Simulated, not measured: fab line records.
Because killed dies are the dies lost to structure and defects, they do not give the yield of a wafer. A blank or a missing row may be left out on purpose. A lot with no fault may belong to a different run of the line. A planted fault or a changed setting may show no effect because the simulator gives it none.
Which tool did it?	flow berkeleyCmos170	15 lots with 45 wafers sampled at 5 steps, on a route of 331 steps

== WHAT THE GAUGES SHOWED, per wafer ==
UCB170_PSD_CD_MEAS_06 targets a cd of 1200 nm. Usual: cdNm reads 1200.0 nm (standard deviation 1.6).
lot	measured	on	cdNm (nm)	flag
L424	day 7 09:26	cdSem-02	1198.2 1196.7 1199.4	
L428	day 8 01:32	cdSem-02	1197.9 1199.3 1199.1	
L425	day 8 02:27	cdSem-02	1199.7 1199.4 1200.4	
L429	day 8 22:29	cdSem-01	1198.4 1198.4 1199.1	
L431	day 9 08:03	cdSem-02	1201.7 1201.6 1201.7	
L435	day 9 22:23	cdSem-01	1199.3 1200.7 1199.9	
L438	day 10 13:37	cdSem-02	1198.9 1198.4 1198.6	
L439	day 11 02:51	cdSem-01	1199.1 1200.0 1199.2	
L440	day 11 15:05	cdSem-01	1197.5 1198.7 1199.3	
L441	day 11 15:12	cdSem-02	1199.1 1197.8 1198.7	
L444	day 11 22:08	cdSem-01	1198.6 1197.6 1196.5	
L442	day 11 21:46	cdSem-01	1201.5 1200.3 1200.6	
L443	day 11 21:53	cdSem-02	1198.5 1198.9 1198.5	
L446	day 12 12:15	cdSem-01	1201.8 1200.5 1200.3	
L445	day 12 12:33	cdSem-01	1199.8 1200.1 1200.4	

UCB170_PSD_OVL_MEAS_07. Usual: for PSD_OVL the level is 2 nm and the standard deviation is 6.8.
lot	measured	on	PSD_OVL (nm)	flag
L424	day 7 09:32	overlay-02	3 4 4	
L428	day 8 01:39	overlay-02	8 3 17	
L425	day 8 02:34	overlay-02	5 -7 7	
L429	day 8 22:37	overlay-02	13 -2 3	
L431	day 9 08:10	overlay-02	8 0 -4	
L435	day 9 22:31	overlay-02	1 3 4	
L438	day 10 13:44	overlay-02	-6 4 -2	
L439	day 11 02:56	overlay-02	1 2 5	
L440	day 11 15:12	overlay-02	-1 14 2	
L441	day 11 15:17	overlay-01	3 7 -1	
L444	day 11 22:16	overlay-02	6 2 0	
L442	day 11 21:53	overlay-02	5 14 11	
L443	day 11 21:59	overlay-01	1 -6 -1	
L446	day 12 12:22	overlay-02	6 6 -3	
L445	day 12 12:38	overlay-01	3 -2 0	

UCB170_SDANNEAL_RS_MEAS_02: the measuring method here is four-point-probe. Usual: for PSD_RS the level is 76.7 ohm/sq and the standard deviation is 0.31.
lot	measured	on	PSD_RS (ohm/sq)	flag
L424	day 7 12:58	filmMetro-01	76.6 76.5 76.6	
L428	day 8 06:01	filmMetro-01	76.9 76.6 76.7	
L425	day 8 06:50	filmMetro-02	- - -	OFF
L429	day 9 01:39	filmMetro-01	- - -	OFF
L431	day 9 11:50	filmMetro-03	- - -	OFF
L435	day 10 01:59	filmMetro-01	76.1 76.4 76.6	
L438	day 10 17:49	filmMetro-01	76.2 76.7 76.3	
L439	day 11 05:58	filmMetro-03	76.4 76.5 76.6	
L440	day 11 18:08	filmMetro-02	77.0 77.2 76.8	
L441	day 11 18:27	filmMetro-03	76.6 76.8 76.5	
L444	day 12 03:22	filmMetro-01	76.1 76.4 76.0	
L442	day 12 03:05	filmMetro-02	76.4 76.8 76.5	
L443	day 12 03:52	filmMetro-03	76.8 76.8 76.6	
L446	day 12 15:44	filmMetro-02	76.2 76.0 76.2	
L445	day 12 16:23	filmMetro-01	77.2 76.9 76.8	

== TOOL THAT RAN EACH LOT (tool first, then ch and the chambers of the sampled wafers, then the start) ==
lot	UCB170_GATE_SOFTBAKE_08	UCB170_PSD_IMPLANT_08
L424	lithoTrack-04 ch 0, day 7 09:26 or earlier	implanter-04 ch 0, day 7 09:35
L428	lithoTrack-04 ch 0, day 8 01:32 or earlier	implanter-03 ch 0, day 8 01:42
L425	lithoTrack-01 ch 0, day 8 02:27 or earlier	implanter-03 ch 0, day 8 02:37
L429	lithoTrack-01 ch 0, day 8 22:29 or earlier	implanter-03 ch 0, day 8 22:39
L431	lithoTrack-02 ch 0, day 9 08:03 or earlier	implanter-03 ch 0, day 9 08:12
L435	lithoTrack-01 ch 0, day 9 22:23 or earlier	implanter-01 ch 0, day 9 22:33
L438	lithoTrack-02 ch 0, day 10 13:37 or earlier	implanter-01 ch 0, day 10 13:47
L439	lithoTrack-04 ch 0, day 11 02:51 or earlier	implanter-04 ch 0, day 11 03:01
L440	lithoTrack-04 ch 0, day 11 15:05 or earlier	implanter-01 ch 0, day 11 15:14
L441	lithoTrack-02 ch 0, day 11 15:12 or earlier	implanter-03 ch 0, day 11 15:22
L444	lithoTrack-02 ch 0, day 11 22:08 or earlier	implanter-03 ch 0, day 11 22:18
L442	lithoTrack-04 ch 0, day 11 21:46 or earlier	implanter-01 ch 0, day 11 21:56
L443	lithoTrack-01 ch 0, day 11 21:53 or earlier	implanter-04 ch 0, day 11 22:03
L446	lithoTrack-04 ch 0, day 12 12:15 or earlier	implanter-01 ch 0, day 12 12:25
L445	lithoTrack-02 ch 0, day 12 12:33 or earlier	implanter-03 ch 0, day 12 12:43
- UCB170_GATE_SOFTBAKE_08: time 62.48 s.
- UCB170_PSD_IMPLANT_08

== WHAT THE TOOLS THEMSELVES READ (means of the sampled wafers that have a number; where no wafer has one, the mark that the record gives instead) ==
UCB170_GATE_SOFTBAKE_08. Usual: plateSensorTCentreC 131.41 C, standard deviation 0.0082; plateSensorTEdgeC 131.53 C, standard deviation 0.01; resistLineTempC 23.00 C, standard deviation 0.11; softbakeTempC 129.99 C, standard deviation 0.14.
lot	tool	plateSensorTCentreC (C)	plateSensorTEdgeC (C)	resistLineTempC (C)	softbakeTempC (C)	flag
L424	lithoTrack-04	131.40	131.54	22.94	130.02	
L428	lithoTrack-04	131.41	131.52	23.03	130.04	
L425	lithoTrack-01	131.41	131.53	22.92	129.90	
L429	lithoTrack-01	131.40	131.52	23.00	130.13	
L431	lithoTrack-02	131.42	131.53	22.86	130.18	
L435	lithoTrack-01	131.41	131.54	22.88	130.10	
L438	lithoTrack-02	131.40	131.52	22.97	129.88	
L439	lithoTrack-04	131.41	131.53	22.98	129.94	
L440	lithoTrack-04	131.41	131.52	22.99	129.75	
L441	lithoTrack-02	131.41	131.53	23.07	130.11	
L444	lithoTrack-02	131.41	131.52	23.04	130.04	
L442	lithoTrack-04	131.40	131.53	22.97	130.10	
L443	lithoTrack-01	131.41	131.52	22.97	130.05	
L446	lithoTrack-04	131.41	131.53	23.00	129.96	
L445	lithoTrack-02	131.41	131.53	22.85	129.96	

UCB170_PSD_IMPLANT_08. Usual: tiltDeg 6.997 degrees, standard deviation 0.021.
lot	tool	tiltDeg (degrees)	flag
L424	implanter-04	6.965	
L428	implanter-03	6.995	
L425	implanter-03	7.870	OFF
L429	implanter-03	7.870	OFF
L431	implanter-03	7.916	OFF
L435	implanter-01	6.987	
L438	implanter-01	6.979	
L439	implanter-04	7.007	
L440	implanter-01	7.009	
L441	implanter-03	7.018	
L444	implanter-03	7.008	
L442	implanter-01	7.007	
L443	implanter-04	6.999	
L446	implanter-01	7.004	
L445	implanter-03	6.984	

== THE ANSWER, worked out from the rows above alone ==
Rule: a lot is off if the mean of its wafers that have a number lies more than 3 standard deviations from the usual mean. Also off: a lot with no number at a reading for which 4 or more lots have one. Where the step has rows for the other lots, those lots are counted as sound. Order of review: gauges by route order, followed by the tools' own readings, for which a lot's mean as printed above is used. At the first step where some lot is off, the reading lying furthest off is the one used; lots without a number count as furthest.
Off: at UCB170_SDANNEAL_RS_MEAS_02 (PSD_RS), L425, L429, L431. Without a number there: L425, L429, L431.
A tool fits if, at a process step before that reading, it ran every lot that is off, and no sound lot after the first of them. Not tried: the gauges at UCB170_SDANNEAL_RS_MEAS_02; whatever is off there is also off at UCB170_PSD_IMPLANT_08, on other tools, and gauge error can't account for it. Because UCB170_GATE_SOFTBAKE_08 lacks a start for some lots, the hours and order of its lots are taken from UCB170_PSD_CD_MEAS_06. Not one of the candidates tried fits.

== WHAT THE SIMULATOR PUT IN ==
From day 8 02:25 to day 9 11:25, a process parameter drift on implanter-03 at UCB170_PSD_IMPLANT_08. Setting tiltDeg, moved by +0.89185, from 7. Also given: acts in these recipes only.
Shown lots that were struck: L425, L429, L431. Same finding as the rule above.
